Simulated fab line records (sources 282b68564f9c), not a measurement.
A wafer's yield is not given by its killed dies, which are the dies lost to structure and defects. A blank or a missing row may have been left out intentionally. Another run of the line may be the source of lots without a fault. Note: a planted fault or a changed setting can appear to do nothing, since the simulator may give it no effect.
2 desks, one fault    flow rit-cmos    only its own numbers are on each desk; what lay behind them is given at the end

== THE METROLOGY DESK ==
Means of the sampled wafers that have a number, per lot and without regard to the tool the lot ran on: this is what the gauges read. Any lot whose mean is over 4 standard deviations away from the usual mean is out of limits and marked OUT; that distance is given in the brackets.
Columns: A = ACTIVE_NITRIDE_THK at RIT_ACTIVE_THK_MEAS_04, usual 149.1 nm; B = PWELL_OVL at RIT_PWELL_OVL_MEAS_06, usual 0.0 nm; C = PLDD_TW at RIT_PLDD_TW_MEAS_10, usual 2354
lot   first seen here  A                B     C
L393  day 1 19:08      150.5            -2.6  2368
L394  day 1 23:32      147.8            -1.8  2359
L395  day 2 05:08      149.5            2.1   2369
L396  day 2 10:05      149.7            -0.3  2363
L397  day 2 15:47      148.7            1.4   2355
L398  day 2 19:32      149.8            1.5   2357
L400  day 3 05:42      146.1            -0.2  2363
L404  day 4 02:29      251.6 (+93) OUT  -     -
L405  day 4 07:37      250.9 (+93) OUT  -     -
L406  day 4 12:31      149.1            -0.6  2367
L408  day 4 21:33      148.8            -0.4  2336
L409  day 5 02:52      150.9            -1.0  2384
L410  day 5 08:34      150.0            1.2   2342
L414  day 6 04:26      149.2            1.2   2346
Per this desk, out of limits: L404, L405; the first was L404, day 4 02:29 (ACTIVE_NITRIDE_THK at RIT_ACTIVE_THK_MEAS_04). L393, L394, L395, L396, L397, L398, L400, L406, L408, L409, L410, L414 stayed within limits.

== TOOL OWNER'S DESK, lpcvd-01 ==
The tool's own readings at RIT_ACTIVE_CVD_03 (deposits Si3N4 from SiH2Cl2/NH3, target thk 150 nm, time 1500 s): means of the sampled wafers that have a number, for each lot that ran on this tool. Any lot whose mean is over 4 standard deviations away from the usual mean is out of limits and marked OUT; that distance is given in the brackets.
Columns: A = sih2cl2-flow-sccm at RIT_ACTIVE_CVD_03, usual 60.01 sccm; B = spike-tc-centre-C at RIT_ACTIVE_CVD_03, usual 812.4 C; C = spike-tc-load-C at RIT_ACTIVE_CVD_03, usual 833 C; D = spike-tc-source-C at RIT_ACTIVE_CVD_03, usual 830.7 C; E = susceptor-temp-C at RIT_ACTIVE_CVD_03, usual 810.1 C; F = zone-power-load-pct at RIT_ACTIVE_CVD_03, usual 22 %
lot   first seen here  A      B                C              D                E                        F
L395  day 2 03:41      59.89  813.7            831            831.6            810.8                    25
L396  day 2 08:40      60.03  810.5            837            832.2            810.2                    17
L397  day 2 14:22      60.21  811.2            837            832.6            810.1                    17
L398  day 2 18:07      60.05  812.5            832            830.2            810.1                    25
L404  day 4 00:21      59.81  856.9 (+40) OUT  876 (+12) OUT  875.1 (+34) OUT  855.2 (+99 or more) OUT  28
L405  day 4 06:11      59.99  857.5 (+41) OUT  876 (+12) OUT  875.2 (+34) OUT  855.2 (+99 or more) OUT  28
L409  day 5 01:28      60.17  811.8            838            832.3            810.2                    17
This desk finds L404, L405 out of limits, L404 being first, at day 4 00:21 (spike-tc-centre-C at RIT_ACTIVE_CVD_03). L395, L396, L397, L398, L409 stayed within limits.

== PUT TOGETHER ==
At day 4 00:21, on L404, L405, the tool owner's desk was in a position to raise an alarm.
On L404, L405, the metrology desk was in a position to raise an alarm at day 4 02:29.
RIT_ACTIVE_CVD_03 was run on lpcvd-01 by each of the lots named.

== WHAT THE SIMULATOR HAD INSERTED ==
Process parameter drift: lpcvd-01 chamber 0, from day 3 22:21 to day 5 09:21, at RIT_ACTIVE_CVD_03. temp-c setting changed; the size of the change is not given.
Shown lots that were struck: L404, L405.
Time in hours from fault onset to the first out-of-limits reading at each desk: tool owner's desk 2, metrology desk 4.
